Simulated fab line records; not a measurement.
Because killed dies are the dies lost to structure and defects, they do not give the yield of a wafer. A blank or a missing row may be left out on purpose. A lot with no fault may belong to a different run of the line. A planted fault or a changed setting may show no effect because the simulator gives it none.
A single fault, viewed from 2 desks	flow ritCmos	only its own numbers are on each desk; what lay behind them is given at the end

DESK OF THE TOOL OWNER: rieMetal-03
The tool's own readings at RIT_M1_METAL_ETCH_12 (etches Al in Cl2/BCl3, stops on SiO2, time 165 s, target depth 600 nm): means of the sampled wafers that have a number, for each lot that ran on this tool. Marked OUT: a lot whose mean sits more than 4 standard deviations from the usual mean, which makes it out of limits; the brackets give that distance.
Columns: A = drypumpMotorCurrentA at RIT_M1_METAL_ETCH_12, usual 5.5 A; B = oesProductAu at RIT_M1_METAL_ETCH_12, usual 0.781 a.u.; C = throttleValvePct at RIT_M1_METAL_ETCH_12, usual 8.25 %
lot	first seen here	A	B	C
L351	day 3 19:44	5.4	0.783	8.27
L354	day 4 08:34	5.0	0.784	8.25
L357	day 4 23:25	5.0	0.770	8.25
L360	day 5 14:40	5.0	0.766	8.26
L365	day 6 14:13	5.4	0.795	8.25
L367	day 7 00:47	5.4	0.787	8.26
This desk found nothing out of limits on any of the 6 lots.

FROM THE METROLOGY DESK
What the gauges read, lot by lot, whatever tool the lot ran on: means of the sampled wafers that have a number. Marked OUT: a lot whose mean sits more than 4 standard deviations from the usual mean, which makes it out of limits; the brackets give that distance.
Columns: A = NWELL_OVL at RIT_NWELL_OVL_MEAS_06, usual 0.8 nm; B = M1_AL_THK at RIT_M1_THK_MEAS_02, usual 403 nm; C = M1_OVL at RIT_M1_OVL_MEAS_10, usual 0.0 nm
lot	first seen here	A	B	C
L350	day 2 01:34	1.5	407	-0.2
L351	day 2 07:25	-0.3	398	-0.5
L353	day 2 17:49	1.0	400	-1.2
L354	day 2 22:08	1.4	412	-0.3
L355	day 3 02:32	2.6	412	-0.0
L357	day 3 12:30	0.1	405	-0.3
L358	day 3 18:19	-1.3	406	-0.2
L360	day 4 03:32	1.7	395	0.3
L361	day 4 08:26	2.9	404	1.0
L365	day 5 04:16	-0.2	406	-0.2
L366	day 5 09:32	0.3	407	2.1
L367	day 5 14:52	0.6	399	2.3
L370	day 6 05:21	-0.6	397	-0.0
L371	day 6 10:54	0.4	399	0.0
This desk found nothing out of limits on any of the 14 lots.

ALL TOGETHER
Nothing out of limits was seen by the tool owner's desk.
The metrology desk saw nothing out of limits.

WHAT THE SIMULATOR HAD PUT IN
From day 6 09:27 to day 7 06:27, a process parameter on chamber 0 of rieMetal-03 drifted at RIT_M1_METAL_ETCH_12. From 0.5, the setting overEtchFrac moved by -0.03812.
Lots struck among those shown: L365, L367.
